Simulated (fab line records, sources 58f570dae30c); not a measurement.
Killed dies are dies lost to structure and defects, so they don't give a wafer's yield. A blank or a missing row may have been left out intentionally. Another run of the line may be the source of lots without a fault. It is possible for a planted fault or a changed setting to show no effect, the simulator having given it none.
fab line records	flow berkeley-cmos170
record: lots: 15	wafers: 45	last-day: 10
route steps=331 shown PFIELD@85 FIELD@96 GATE@131
lots with no fault: from the same line, run without faults
start-h: the number of hours between the record's first day and the start of the first shown wafer of the lot	wait-h: hours since the lot's step before	" same as the row above	L1.1+2: a row that stands for several wafers	- no value, or no start given	* or withheld: withheld	< > ~ a bound
route shown NAME@n: names a module that has steps shown in the file, with the first one's number in the route	usual: the fault-free wafers' mean and standard deviation	same: alike in all rows	chamber/n: place in a boat	sites: each site's reading	_std_site: standard deviation across them	_edge_site: mean of outer sites minus mean of inner sites	radius-mm: how far each site lies from the wafer's centre	mask NAME#n: copy n	behind: the most recent tool/chamber to have shaped the wafer	hold: cause of the lot's hold/its duration in hours/its outcome	device: the transistor (n, p or np) that didn't switch	end of line: at the end of the route, the tests of the same wafers	step lacking rows: just its recipe	killed: count of dies lost to structure and defects at first sort (not the wafer's yield)	map: a wafer's dies, marking killed ones x, the rest . and places with no die _
set.NAME: setting as actually run; set.NAME@STEP: the setting as run at that earlier step	model.NAME: the simulator's own value behind a step, which no gauge read
a sample of lots followed through the steps of the route, with each step as a table and each wafer as a row
services: from which hour (start-h, from the record's first day; less than 0 if before it) a tool's chamber was out of use, for how many hours, and why
== steps ==
step: UCB170_PFIELD_OVL_MEAS_06
usual: PFIELD_OVL: 0/4.9
lot.wafer	tool	chamber	start-h	wait-h	PFIELD_OVL[nm]
L297.1	overlay-01	-	90.27	-	-4
L297.5	"	-	"	"	-2
L297.6	"	-	"	"	-13
L299.2	overlay-02	-	100.21	-	5
L299.4	"	-	"	"	4
L299.6	"	-	"	"	9
L300.2	overlay-02	-	113.04	-	0
L300.4	"	-	"	"	3
L300.6	"	-	"	"	4
L301.1	overlay-01	-	113.07	-	5
L301.5	"	-	"	"	9
L301.6	"	-	"	"	4
L302.1	overlay-02	-	124.91	-	2
L302.2	"	-	"	"	-5
L302.4	"	-	"	"	-3
L304.1	overlay-02	-	127.73	-	-2
L304.5	"	-	"	"	-1
L304.6	"	-	"	"	2
L307.3	overlay-01	-	136.21	-	3
L307.4	"	-	"	"	3
L307.6	"	-	"	"	5
L306.1	overlay-02	-	136.48	-	5
L306.2	"	-	"	"	5
L306.3	"	-	"	"	5
L309.1	overlay-01	-	140.51	-	-9
L309.2	"	-	"	"	2
L309.4	"	-	"	"	1
L305.2	overlay-01	-	140.87	-	9
L305.3	"	-	"	"	-2
L305.4	"	-	"	"	1
L308.2	overlay-02	-	152.08	-	8
L308.3	"	-	"	"	0
L308.5	"	-	"	"	0
L310.2	overlay-02	-	152.18	-	5
L310.4	"	-	"	"	6
L310.6	"	-	"	"	1
L311.2	overlay-02	-	152.45	-	2
L311.4	"	-	"	"	4
L311.6	"	-	"	"	0
L313.2	overlay-01	-	159.40	-	-2
L313.3	"	-	"	"	6
L313.6	"	-	"	"	4
L312.1	overlay-01	-	165.51	-	-2
L312.4	"	-	"	"	-3
L312.6	"	-	"	"	-5
step: UCB170_FIELD_THK_MEAS_90
recipe: reads: SiO2_of_FIELD_OXIDATION_01
usual: FIELD_OXIDE_LEFT_1_THK: 444/8.4
lot.wafer	tool	chamber	start-h	wait-h	FIELD_OXIDE_LEFT_1_THK[nm]
L297.1	film-metro-03	-	104.08	0.0	444
L297.5	"	-	"	"	443
L297.6	"	-	"	"	450
L299.2	film-metro-04	-	114.85	0.0	437
L299.4	"	-	"	"	445
L299.6	"	-	"	"	431
L301.1	film-metro-03	-	127.61	0.0	446
L301.5	"	-	"	"	438
L301.6	"	-	"	"	450
L300.2	film-metro-04	-	127.62	0.0	448
L300.4	"	-	"	"	446
L300.6	"	-	"	"	440
L302.1	film-metro-03	-	139.77	0.0	447
L302.2	"	-	"	"	451
L302.4	"	-	"	"	446
L304.1	film-metro-03	-	139.83	0.1	429
L304.5	"	-	"	"	431
L304.6	"	-	"	"	424
L306.1	film-metro-04	-	150.66	0.0	446
L306.2	"	-	"	"	448
L306.3	"	-	"	"	449
L307.3	film-metro-01	-	150.68	0.0	446
L307.4	"	-	"	"	454
L307.6	"	-	"	"	452
L309.1	film-metro-03	-	154.50	0.0	443
L309.2	"	-	"	"	448
L309.4	"	-	"	"	442
L305.2	film-metro-01	-	154.51	0.0	441
L305.3	"	-	"	"	440
L305.4	"	-	"	"	443
L308.2	film-metro-04	-	163.67	0.0	442
L308.3	"	-	"	"	451
L308.5	"	-	"	"	452
L310.2	film-metro-01	-	163.67	0.0	440
L310.4	"	-	"	"	432
L310.6	"	-	"	"	439
L311.2	film-metro-03	-	163.67	0.0	440
L311.4	"	-	"	"	452
L311.6	"	-	"	"	444
L313.2	film-metro-04	-	174.77	0.0	441
L313.3	"	-	"	"	434
L313.6	"	-	"	"	438
L312.1	film-metro-01	-	178.99	0.0	446
L312.4	"	-	"	"	441
L312.6	"	-	"	"	438
step: UCB170_GATE_THK_MEAS_05
recipe: reads: poly-Si_of_GATE_CVD_04
usual: GATE_POLY_THK: 214.4/2
lot.wafer	tool	chamber	start-h	wait-h	GATE_POLY_THK[nm]
L297.1	film-metro-03	-	130.24	0.0	212.5
L297.5	"	-	"	"	210.0
L297.6	"	-	"	"	211.7
L299.2	film-metro-03	-	144.14	0.0	214.0
L299.4	"	-	"	"	215.6
L299.6	"	-	"	"	214.8
L301.1	film-metro-04	-	153.31	0.0	210.4
L301.5	"	-	"	"	209.6
L301.6	"	-	"	"	212.4
L300.2	film-metro-03	-	153.32	0.0	218.5
L300.4	"	-	"	"	217.7
L300.6	"	-	"	"	216.2
L304.1	film-metro-02	-	169.48	0.0	216.0
L304.5	"	-	"	"	216.2
L304.6	"	-	"	"	217.3
L302.1	film-metro-02	-	169.54	0.1	214.0
L302.2	"	-	"	"	213.0
L302.4	"	-	"	"	213.9
L306.1	film-metro-03	-	175.65	0.0	212.9
L306.2	"	-	"	"	214.9
L306.3	"	-	"	"	215.2
L307.3	film-metro-03	-	175.73	0.1	213.3
L307.4	"	-	"	"	216.2
L307.6	"	-	"	"	211.5
L309.1	film-metro-03	-	177.88	0.0	217.4
L309.2	"	-	"	"	218.5
L309.4	"	-	"	"	216.3
L305.2	film-metro-02	-	177.89	0.0	214.0
L305.3	"	-	"	"	214.1
L305.4	"	-	"	"	213.2
L310.2	film-metro-04	-	187.64	0.0	214.2
L310.4	"	-	"	"	215.2
L310.6	"	-	"	"	213.8
L311.2	film-metro-03	-	187.64	0.0	214.8
L311.4	"	-	"	"	214.7
L311.6	"	-	"	"	213.8
L308.2	film-metro-02	-	187.64	0.0	215.3
L308.3	"	-	"	"	215.1
L308.5	"	-	"	"	214.0
L313.2	film-metro-04	-	199.23	0.0	213.1
L313.3	"	-	"	"	214.5
L313.6	"	-	"	"	211.5
L312.1	film-metro-03	-	202.23	0.0	213.0
L312.4	"	-	"	"	215.7
L312.6	"	-	"	"	214.1
step: UCB170_GATE_ETCH_14
recipe: chemistry: N2/H2	target-depth-a: withheld	overetch-a: withheld	target: BARC	time-s: withheld	source-w: 500	bias-w: 100	pressure-mtorr: 30	n2-flow-sccm: 100	h2-flow-sccm: 200
usual: bias-w: 100.0/0.31	chamber-pressure-mTorr: 30.006/0.027	drypump-motor-current-A: 5.6/0.43	oes-product-au: 1.005/0.021	throttle-valve-pct: 13.31/0.17
lot.wafer	tool	chamber	start-h	wait-h	bias-w	chamber-pressure-mTorr	drypump-motor-current-A	oes-product-au	throttle-valve-pct
L297.1	rie-diel-03	2	132.05	0.0	99.5	29.984	5.5	0.998	13.52
L297.5	"	2	"	"	99.6	29.989	5.5	0.993	13.53
L297.6	"	3	"	"	99.9	30.018	5.7	0.986	13.36
L299.2	rie-diel-01	3	145.19	0.0	100.2	30.042	5.1	1.008	13.62
L299.4	"	0	"	"	100.4	30.011	5.8	1.014	13.22
L299.6	"	0	"	"	100.4	30.031	5.8	0.995	13.20
L301.1	rie-diel-02	2	154.57	0.0	100.5	30.044	5.0	0.981	13.28
L301.5	"	0	"	"	100.4	30.017	5.9	0.993	13.32
L301.6	"	3	"	"	99.8	30.010	5.2	0.996	13.43
L300.2	rie-diel-03	2	154.99	0.0	100.0	30.022	5.5	0.994	13.53
L300.4	"	0	"	"	99.5	29.987	6.2	1.004	13.27
L300.6	"	2	"	"	99.7	30.052	5.5	0.998	13.52
L304.1	rie-diel-02	2	171.05	0.0	100.1	29.996	5.0	0.981	13.27
L304.5	"	1	"	"	99.7	29.929	6.3	1.041	13.31
L304.6	"	0	"	"	100.3	30.017	6.0	1.003	13.33
L302.1	rie-diel-01	1	171.29	0.0	100.2	29.979	5.5	1.036	13.11
L302.2	"	2	"	"	100.1	30.001	5.8	0.978	13.20
L302.4	"	3	"	"	100.3	30.011	5.1	1.013	13.61
L306.1	rie-diel-01	3	177.15	0.0	100.1	30.000	5.1	1.008	13.61
L306.2	"	1	"	"	100.8	30.012	5.6	1.048	13.12
L306.3	"	2	"	"	100.6	29.982	5.8	0.971	13.18
L307.3	rie-diel-02	2	177.40	0.0	99.9	30.016	5.0	0.970	13.27
L307.4	"	0	"	"	99.6	30.002	6.0	0.993	13.33
L307.6	"	0	"	"	99.8	29.977	5.9	0.985	13.32
L309.1	rie-diel-01	2	179.69	0.0	100.0	30.018	5.7	0.984	13.21
L309.2	"	1	"	"	99.7	30.014	5.5	1.039	13.12
L309.4	"	0	"	"	99.7	29.983	5.8	1.015	13.23
L305.2	rie-diel-03	0	180.24	0.0	99.8	30.041	6.1	1.028	13.29
L305.3	"	1	"	"	100.1	30.028	5.1	1.020	12.89
L305.4	"	2	"	"	100.0	29.997	5.5	1.001	13.53
L310.2	rie-diel-03	1	189.62	0.0	100.4	29.963	5.0	1.018	12.90
L310.4	"	3	"	"	99.9	30.014	5.7	0.992	13.36
L310.6	"	2	"	"	99.8	30.015	5.5	0.990	13.52
L311.2	rie-diel-01	0	189.65	0.0	-	-	-	-	-
L311.4	"	1	"	"	-	-	-	-	-
L311.6	"	1	"	"	-	-	-	-	-
L308.2	rie-diel-02	0	190.62	0.0	-	-	-	-	-
L308.3	"	1	"	"	-	-	-	-	-
L308.5	"	3	"	"	-	-	-	-	-
L313.2	rie-diel-01	0	200.95	0.0	-	-	-	-	-
L313.3	"	2	"	"	-	-	-	-	-
L313.6	"	0	"	"	-	-	-	-	-
L312.1	rie-diel-03	1	204.04	0.0	100.3	30.012	5.0	1.015	12.90
L312.4	"	3	"	"	100.4	30.073	5.7	0.986	13.37
L312.6	"	3	"	"	100.2	29.991	5.7	0.993	13.38
step: UCB170_GATE_ETCH_15
recipe: chemistry: HBr/Cl2	target: poly-Si	stop-on: SiO2	over-etch-frac: 0.3	icp-w: 300	bias-w: 150	time-s: 56.3	pressure-mtorr: 15	HBr_flow_sccm: 150	Cl2_flow_sccm: 50	target-depth-a: 2782
usual: HBr_flow_sccm: 150.0/0.45	bias-w: 150.1/0.44	drypump-motor-current-A: 5.5/0.45	oes-product-au: 0.831/0.012	throttle-valve-pct: 26.4/0.34
same: time-s: 56.3
lot.wafer	tool	chamber	start-h	wait-h	HBr_flow_sccm	bias-w	drypump-motor-current-A	oes-product-au	rf-hours-counter-h	throttle-valve-pct
L297.1	rie-si-01	1	132.10	-	149.6	150.5	5.3	0.818	15	25.8
L297.5	"	3	"	"	150.5	150.1	5.0	0.818	-	26.6
L297.6	"	0	"	"	149.8	150.1	5.6	0.838	-	25.9
L299.2	rie-si-02	0	145.23	-	150.8	150.1	5.1	0.840	44	26.6
L299.4	"	3	"	"	150.3	150.0	5.3	0.821	107	26.8
L299.6	"	2	"	"	149.7	149.6	6.4	0.839	-	26.7
L301.1	rie-si-01	3	154.61	-	150.2	149.7	5.0	0.829	0	26.6
L301.5	"	0	"	"	150.9	149.8	5.7	0.818	-	25.8
L301.6	"	1	"	"	150.0	149.9	5.4	0.825	-	25.8
L300.2	rie-si-02	1	155.04	-	150.1	150.1	6.1	0.856	85	26.4
L300.4	"	0	"	"	149.5	151.3	5.1	0.849	44	26.6
L300.6	"	3	"	"	149.4	150.5	5.2	0.816	-	26.8
L304.1	rie-si-01	2	171.10	-	149.6	150.2	5.8	0.832	0	26.4
L304.5	"	2	"	"	150.4	150.4	5.8	0.826	-	26.4
L304.6	"	1	"	"	149.9	150.5	5.3	0.826	-	25.8
L302.1	rie-si-01	2	171.34	-	150.2	150.3	5.8	0.826	0	26.4
L302.2	"	3	"	"	150.7	149.4	5.0	0.833	0	26.6
L302.4	"	0	"	"	149.3	149.3	5.7	0.834	0	25.8
L306.1	rie-si-02	2	177.19	-	149.7	150.4	6.3	0.838	0	26.6
L306.2	"	1	"	"	149.5	150.1	6.1	0.853	85	26.4
L306.3	"	3	"	"	149.8	150.9	5.3	0.814	107	26.8
L307.3	rie-si-01	3	177.44	-	150.3	149.7	4.9	0.831	0	26.6
L307.4	"	2	"	"	150.5	149.4	5.8	0.830	1	26.4
L307.6	"	3	"	"	149.7	150.8	5.0	0.825	-	26.6
L309.1	rie-si-02	3	179.73	-	149.9	150.6	5.3	0.816	107	26.8
L309.2	"	1	"	"	149.3	149.9	6.1	0.853	85	26.4
L309.4	"	2	"	"	150.2	149.7	6.4	0.847	0	26.6
L305.2	rie-si-01	2	180.28	-	150.4	149.3	5.8	0.817	1	26.4
L305.3	"	3	"	"	150.3	150.1	5.0	0.832	0	26.6
L305.4	"	0	"	"	149.9	149.5	5.7	0.830	0	25.9
L310.2	rie-si-02	0	189.66	-	149.6	149.3	5.1	0.836	44	26.6
L310.4	"	1	"	"	149.4	149.5	6.1	0.850	-	26.4
L310.6	"	0	"	"	149.6	150.1	5.1	0.834	-	26.6
L311.2	rie-si-01	1	189.69	-	149.8	150.1	5.3	0.259	15	25.8
L311.4	"	0	"	"	149.9	150.8	5.7	0.270	0	25.8
L311.6	"	1	"	"	150.4	149.8	5.3	0.273	-	25.8
L308.2	rie-si-02	3	190.66	-	149.8	149.8	5.2	0.269	107	26.8
L308.3	"	0	"	"	150.1	150.1	5.1	0.282	-	26.6
L308.5	"	3	"	"	150.4	150.3	5.3	0.268	-	26.8
L313.2	rie-si-01	2	200.99	-	149.1	150.1	5.8	0.267	1	26.4
L313.3	"	0	"	"	149.8	149.6	5.7	0.275	0	25.9
L313.6	"	3	"	"	149.6	150.3	5.0	0.277	-	26.6
L312.1	rie-si-01	2	204.08	-	150.0	150.6	5.8	0.829	1	26.4
L312.4	"	3	"	"	149.3	150.6	5.0	0.843	1	26.6
L312.6	"	2	"	"	149.6	150.5	5.8	0.827	-	26.4
step: UCB170_GATE_CD_MEAS_90
recipe: target-cd-nm: 350
usual: cd-nm: 350.1/1.5
lot.wafer	tool	chamber	start-h	wait-h	cd-nm
L297.1	cd-sem-02	-	132.24	0.1	349.4
L297.5	"	-	"	"	349.6
L297.6	"	-	"	"	349.5
L299.2	cd-sem-02	-	145.40	0.1	348.8
L299.4	"	-	"	"	349.2
L299.6	"	-	"	"	348.8
L301.1	cd-sem-02	-	154.76	0.1	349.4
L301.5	"	-	"	"	350.2
L301.6	"	-	"	"	350.7
L300.2	cd-sem-01	-	155.20	0.1	347.6
L300.4	"	-	"	"	349.7
L300.6	"	-	"	"	348.2
L304.1	cd-sem-02	-	171.26	0.1	350.6
L304.5	"	-	"	"	351.9
L304.6	"	-	"	"	350.4
L302.1	cd-sem-02	-	171.48	0.1	350.6
L302.2	"	-	"	"	351.3
L302.4	"	-	"	"	351.2
L306.1	cd-sem-02	-	177.34	0.1	350.6
L306.2	"	-	"	"	349.6
L306.3	"	-	"	"	351.4
L307.3	cd-sem-01	-	177.63	0.1	348.6
L307.4	"	-	"	"	349.0
L307.6	"	-	"	"	349.8
L309.1	cd-sem-02	-	179.88	0.1	349.6
L309.2	"	-	"	"	349.4
L309.4	"	-	"	"	348.3
L305.2	cd-sem-02	-	180.45	0.1	351.9
L305.3	"	-	"	"	351.9
L305.4	"	-	"	"	349.6
L310.2	cd-sem-01	-	189.83	0.1	347.0
L310.4	"	-	"	"	348.0
L310.6	"	-	"	"	347.0
L311.2	cd-sem-02	-	189.86	0.1	-
L311.4	"	-	"	"	-
L311.6	"	-	"	"	-
L308.2	cd-sem-02	-	190.85	0.1	-
L308.3	"	-	"	"	-
L308.5	"	-	"	"	-
L313.2	cd-sem-01	-	201.41	0.3	-
L313.3	"	-	"	"	-
L313.6	"	-	"	"	-
L312.1	cd-sem-01	-	204.48	0.3	351.7
L312.4	"	-	"	"	352.2
L312.6	"	-	"	"	352.7
== services ==
tool	chamber	start-h	hours	kind
rie-si-02	-	134.53	1.0	repair
rie-si-01	0	135.56	-	clean
rie-si-01	0	135.56	16.8	scheduled-down
rie-si-01	0	135.56	16.8	vent-cycle
rie-si-01	-	136.50	14.6	pm
rie-si-01	0	155.82	11.6	repair
rie-si-02	2	155.93	-	clean
rie-si-02	2	155.93	14.9	scheduled-down
rie-si-02	2	155.93	14.9	vent-cycle
rie-si-02	2	183.44	7.5	repair
rie-si-02	-	187.36	0.6	repair
rie-si-02	1	190.28	12.7	repair
== key ==
first-sign: step: UCB170_GATE_ETCH_14	reading: tool-record	direction: missing
effect: step: UCB170_GATE_ETCH_15	reading: oes-product-au	direction: down	sigmas: 46	usual: 0.831	struck: 0.271
effect: step: UCB170_GATE_CD_MEAS_90	reading: cd-nm	direction: missing
met-at UCB170_GATE_ETCH_14
struck-lots L308,L311,L313
later-rows-left-out L308.2,L308.3,L308.5,L311.2,L311.4,L311.6,L313.2,L313.3,L313.6
sort-left-out L308.2,L308.3,L308.5,L311.2,L311.4,L311.6,L313.2,L313.3,L313.6
tester-left-out L308,L311,L313
not-acting-at UCB170_PFIELD_OVL_MEAS_06,UCB170_FIELD_THK_MEAS_90,UCB170_GATE_THK_MEAS_05
onset-between 179.69 189.65
fault: kind: skipped-step-whole	tool: rie-diel-01,rie-diel-02	chamber: -	onset-h: 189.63	steps: UCB170_GATE_ETCH_14	scope: struck-lots-only
tester-left-out: of these lots the tester's yield and bins aren't shown, on N5 and GAA mostly nor the transistor test; their killed dies are dies lost to structure and defects alone, not to doping, threshold or leakage, so they don't give the yield
sort-left-out: the simulated sort isn't trusted on such a fault, so these wafers' sort isn't shown, and their yield isn't known
later-rows-left-out: the simulator's readings of these wafers behind a module that went badly wrong aren't trusted and aren't shown, but for the sort
